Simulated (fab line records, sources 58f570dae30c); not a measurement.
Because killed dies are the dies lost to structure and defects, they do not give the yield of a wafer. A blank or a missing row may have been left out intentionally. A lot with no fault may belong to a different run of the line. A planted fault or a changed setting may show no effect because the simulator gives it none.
Which tool was responsible? | flow berkeley-cmos170 | 7 lots, 21 wafers sampled, at 2 steps of a route of 331

== WHAT EACH GAUGE READ, for each wafer ==
UCB170_M3_CD_MEAS_15 targets a cd of 700 nm.
lot  | measured     | on        | cd-nm (nm)
L856 | day 7 20:41  | cd-sem-02 | 701.5 700.3 701.4
L859 | day 8 16:52  | cd-sem-02 | 715.8 714.6 714.8 715.4 714.6 714.5
L863 | day 9 03:37  | cd-sem-02 | 716.5 717.9 717.3 716.3 717.7 717.0
L868 | day 11 10:16 | cd-sem-02 | 697.6 699.5 698.4
L872 | day 11 19:20 | cd-sem-01 | 697.2 697.3 697.5
L873 | day 11 22:39 | cd-sem-02 | 698.9 700.4 700.1
L875 | day 12 15:26 | cd-sem-01 | 696.7 697.4 698.2

== EACH LOT AND THE TOOL THAT RAN IT (in order: tool; ch and the chambers of the sampled wafers; start) ==
lot  | UCB170_M3_PEB_13
L856 | litho-track-04 ch 0, day 7 20:25
L859 | litho-track-04 ch 0, day 8 16:35
L863 | litho-track-04 ch 0, day 9 03:21
L868 | litho-track-01 ch 0, day 11 09:59
L872 | litho-track-03 ch 0, day 11 19:03
L873 | litho-track-01 ch 0, day 11 22:23
L875 | litho-track-01 ch 0, day 12 15:10
- UCB170_M3_PEB_13

== THE ANSWER, worked out from the rows above alone ==
Rule: what is usual is taken from the lots themselves. The widest of any qualifying gaps counts: lots, ordered by their means at a reading, are off when they make up no more than a third of the lots, leave a main group of 4 or more, and stand apart from it by 3 or more times the standard deviation of that group's means. The tables above print the reading to a certain number of digits; a main group whose means all agree to those digits is not used. A lot without any number at a reading at which 4 lots or more have one is off too. All remaining lots with rows at the step are treated as sound.
Off, at UCB170_M3_CD_MEAS_15 on cd-nm: L859, L863. For the main group the mean is 698.8 nm and the standard deviation 1.4.
A tool fits if, at a process step before that reading, it ran every lot that is off, and no sound lot after the first of them. Those tools and the gauges at UCB170_M3_CD_MEAS_15 are tried in the same way. One fits: UCB170_M3_PEB_13 on litho-track-04. A fault onset in the window from L856 (day 7 20:25, its last sound lot) to L859 (day 8 16:35, its first lot off) fits.

== WHAT THE SIMULATOR HAD INSERTED ==
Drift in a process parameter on litho-track-04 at UCB170_M3_PEB_13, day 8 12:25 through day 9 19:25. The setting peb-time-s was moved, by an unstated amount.
Lots struck among those shown: L859, L863. Same finding as the rule above.
